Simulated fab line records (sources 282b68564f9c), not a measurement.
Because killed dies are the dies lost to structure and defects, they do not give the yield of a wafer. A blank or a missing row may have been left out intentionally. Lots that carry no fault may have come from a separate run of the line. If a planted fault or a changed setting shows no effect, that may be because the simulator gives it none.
The same fault as seen by 2 desks / flow ritCmos / numbers are kept per desk, each desk with only its own; the story behind them comes last

== DESK OF THE TOOL OWNER: lithoTrack-04 ==
Per lot that ran on this tool, the mean of the sampled wafers carrying a number, from the tool's own readings at RIT_M1_SOFTBAKE_05 (time 60 s). If a lot's mean is further than 4 standard deviations from the usual mean, the lot is out of limits and carries the mark OUT (the distance appears in the brackets).
Columns: A = heaterPowerTotalW at RIT_M1_SOFTBAKE_05, usual 34.57 W; B = plateTempC at RIT_M1_SOFTBAKE_05, usual 90.00 C; C = resistLineTempC at RIT_M1_SOFTBAKE_05, usual 22.98 C
lot=L705; first seen here=day 3 16:39; A=34.58; B=90.07; C=23.00
lot=L718; first seen here=day 6 11:16; A=35.59 (+20) OUT; B=91.98 (+15) OUT; C=22.97
lot=L720; first seen here=day 6 19:41; A=35.56 (+19) OUT; B=92.16 (+17) OUT; C=23.15
lot=L722; first seen here=day 7 06:17; A=35.63 (+21) OUT; B=91.93 (+15) OUT; C=22.88
This desk's finding: out of limits on L718, L720, L722; first on L718, day 6 11:16 (heaterPowerTotalW at RIT_M1_SOFTBAKE_05). In limits: L705.

== METROLOGY DESK ==
Means of the sampled wafers that have a number, per lot and without regard to the tool the lot ran on: this is what the gauges read. If a lot's mean is further than 4 standard deviations from the usual mean, the lot is out of limits and carries the mark OUT (the distance appears in the brackets).
Columns: A = CONTACT_OVL at RIT_CONTACT_OVL_MEAS_09, usual -0.9 nm; B = cdNm at RIT_CONTACT_CD_MEAS_90, usual 1000.1 nm; C = M1_AL_RS at RIT_M1_RS_MEAS_01, usual 0.0737 ohm/sq; D = M1_AL_THK at RIT_M1_THK_MEAS_02, usual 408 nm; E = cdNm at RIT_M1_CD_MEAS_09, usual 2600.8 nm
lot=L705; first seen here=day 3 14:50; A=-2.5; B=998.0; C=0.0728; D=414; E=2600.8
lot=L708; first seen here=day 4 03:58; A=-1.3; B=1000.7; C=0.0742; D=406; E=2603.9
lot=L714; first seen here=day 5 11:11; A=-1.9; B=997.6; C=0.0738; D=406; E=2601.8
lot=L718; first seen here=day 6 09:28; A=2.4; B=1003.1; C=0.0745; D=402; E=2600.8
lot=L720; first seen here=day 6 17:52; A=-0.7; B=999.3; C=0.0736; D=406; E=2600.8
lot=L721; first seen here=day 6 23:07; A=-2.2; B=1000.7; C=0.0730; D=410; E=2601.2
lot=L722; first seen here=day 7 04:29; A=-1.6; B=999.1; C=0.0742; D=405; E=2598.2
Result from this desk: across the 7 lots, nothing is out of limits.

== ALL TOGETHER ==
At day 6 11:16, on L718, L720, L722, the tool owner's desk was in a position to raise an alarm.
At the metrology desk, nothing out of limits was observed.
The metrology desk holds a record of L718, L720, L722, inside its limits.
All the named lots went through RIT_M1_SOFTBAKE_05 on lithoTrack-04.

== WHAT WAS PUT IN BY THE SIMULATOR ==
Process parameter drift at RIT_M1_SOFTBAKE_05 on lithoTrack-04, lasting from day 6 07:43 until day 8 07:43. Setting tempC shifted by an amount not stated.
Struck lots among those shown: L718, L720, L722.
How many hours passed from the start of the fault until each desk's first out-of-limits reading: the tool owner's desk, 4.
